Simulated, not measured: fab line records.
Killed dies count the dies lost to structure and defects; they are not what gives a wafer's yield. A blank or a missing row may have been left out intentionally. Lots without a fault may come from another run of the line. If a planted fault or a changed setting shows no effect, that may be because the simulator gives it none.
fab line records | flow berkeleyCmos170
record lots=13 | wafers=39 | lastDay=12
route steps=331 shown NLDD@167
lots that met no fault: from a run of the same line without faults
startH: hours from the record's first day to the start of the lot's first wafer shown | waitH: hours elapsed since this lot's preceding step | " same as the row above | L1.1+2: a row that stands for several wafers | - no value, or no start was given | * or withheld: withheld | < > ~ a bound
route shown NAME@n: names a module that has steps shown in the file, with the first one's number in the route | usual: mean/standard deviation of fault-free wafers | same: alike in all rows | chamber/n: place in a boat | sites: readings site by site | _std_site: standard deviation across them | _edge_site: mean of outer sites minus mean of inner sites | radiusMm: how far each site lies from the wafer's centre | mask NAME#n: copy n | behind: tool/chamber where the wafer was last shaped | hold: why the lot was held/for how many hours/how that ended | device: the n, p or np transistor that did not switch | end of line: at the end of the route, the tests of the same wafers | a step given without rows: its recipe and nothing more | killed: the dies lost at the first sort to structure and to defects; this is not the yield of the wafer | map: the dies of a wafer, with x for killed, . for not killed, _ for no die there
set.NAME: the setting that was run; set.NAME@STEP: the one run at that earlier step | model.NAME: the simulator's own value behind a step, which no gauge read
one table for each step of the route and one row for each wafer, over a sample of lots
services: from which hour (startH, from the record's first day; less than 0 if before it) a tool's chamber was out of use, for how many hours, and why
## steps
# step UCB170_NLDD_IMPLANT_09
# recipe species=As | doseCm2=5e+13 | energyKev=30 | tiltDeg=7 | rotationDeg=180
# usual beamEnergyKeV=30.000/0.011 | tiltDeg=7.001/0.017
lot.wafer | tool         | chamber | startH | waitH | beamEnergyKeV | tiltDeg
L851.2    | implanter-02 | 0       | 123.72 | 0.1   | 29.998        | 6.959
L851.3    | "            | 0       | "      | "     | 30.002        | 7.003
L851.4    | "            | 0       | "      | "     | 30.001        | 6.989
L852.2    | implanter-03 | 0       | 132.35 | 0.1   | 30.007        | 7.005
L852.4    | "            | 0       | "      | "     | 30.011        | 7.002
L852.5    | "            | 0       | "      | "     | 29.998        | 6.991
L854.1    | implanter-02 | 0       | 144.35 | 0.1   | 30.001        | 7.000
L854.2    | "            | 0       | "      | "     | 29.982        | 7.008
L854.5    | "            | 0       | "      | "     | 29.988        | 7.026
L853.2    | implanter-01 | 0       | 146.63 | 0.1   | 30.003        | 7.020
L853.4    | "            | 0       | "      | "     | 30.003        | 6.991
L853.6    | "            | 0       | "      | "     | 29.989        | 7.022
L857.2    | implanter-01 | 0       | 164.26 | 0.1   | 29.058        | 6.983
L857.4    | "            | 0       | "      | "     | 29.057        | 6.971
L857.5    | "            | 0       | "      | "     | 29.064        | 6.973
L861.2    | implanter-01 | 0       | 174.31 | 0.1   | 29.093        | 6.976
L861.3    | "            | 0       | "      | "     | 29.085        | 6.993
L861.4    | "            | 0       | "      | "     | 29.102        | 7.001
L867.4    | implanter-03 | 0       | 201.51 | 0.1   | 30.002        | 6.988
L867.5    | "            | 0       | "      | "     | 29.992        | 7.002
L867.6    | "            | 0       | "      | "     | 30.015        | 6.990
L869.1    | implanter-02 | 0       | 211.17 | 0.1   | 30.000        | 7.003
L869.2    | "            | 0       | "      | "     | 30.007        | 6.997
L869.5    | "            | 0       | "      | "     | 29.993        | 6.996
L868.2    | implanter-03 | 0       | 211.29 | 0.1   | 29.997        | 7.031
L868.4    | "            | 0       | "      | "     | 30.006        | 7.019
L868.5    | "            | 0       | "      | "     | 30.002        | 7.035
L870.1    | implanter-02 | 0       | 223.34 | 0.1   | 29.989        | 7.017
L870.3    | "            | 0       | "      | "     | 30.000        | 7.013
L870.4    | "            | 0       | "      | "     | 30.012        | 6.983
L872.1    | implanter-02 | 0       | 226.51 | 0.1   | 30.025        | 7.014
L872.2    | "            | 0       | "      | "     | 30.001        | 7.015
L872.5    | "            | 0       | "      | "     | 30.021        | 7.017
L873.3    | implanter-02 | 0       | 234.92 | 0.1   | 29.991        | 7.004
L873.4    | "            | 0       | "      | "     | 30.001        | 7.022
L873.6    | "            | 0       | "      | "     | 30.000        | 7.004
L874.1    | implanter-01 | 0       | 235.14 | 0.1   | 29.995        | 7.012
L874.3    | "            | 0       | "      | "     | 30.005        | 7.032
L874.6    | "            | 0       | "      | "     | 30.003        | 6.996
## services
tool         | chamber | startH | hours | kind
implanter-01 | -       | 109.44 | 5.0   | pm
implanter-03 | -       | 115.84 | 2.1   | repair
implanter-03 | -       | 142.06 | 6.1   | pm
implanter-03 | -       | 159.60 | 6.2   | repair
## key
firstSign step=UCB170_NLDD_IMPLANT_09 | reading=beamEnergyKeV | direction=down | sigmas=82 | usual=30.000 | struck=29.076
effect none on later readings
metAt UCB170_NLDD_IMPLANT_09
struckLots L857,L861
testerLeftOut L857,L861
onsetBetween 146.63 164.26
fault kind=processParameterDrift | tool=implanter-01 | chamber=- | onsetH=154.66 | steps=UCB170_NLDD_IMPLANT_09 | channel=energyKev | offset=-0.93131 | shape=step | endH=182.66 | actsIn=theseRecipesOnly | stated=30
# testerLeftOut: of these lots the tester's yield and bins aren't shown, on N5 and GAA mostly nor the transistor test; their killed dies are dies lost to structure and defects alone, not to doping, threshold or leakage, so they don't give the yield
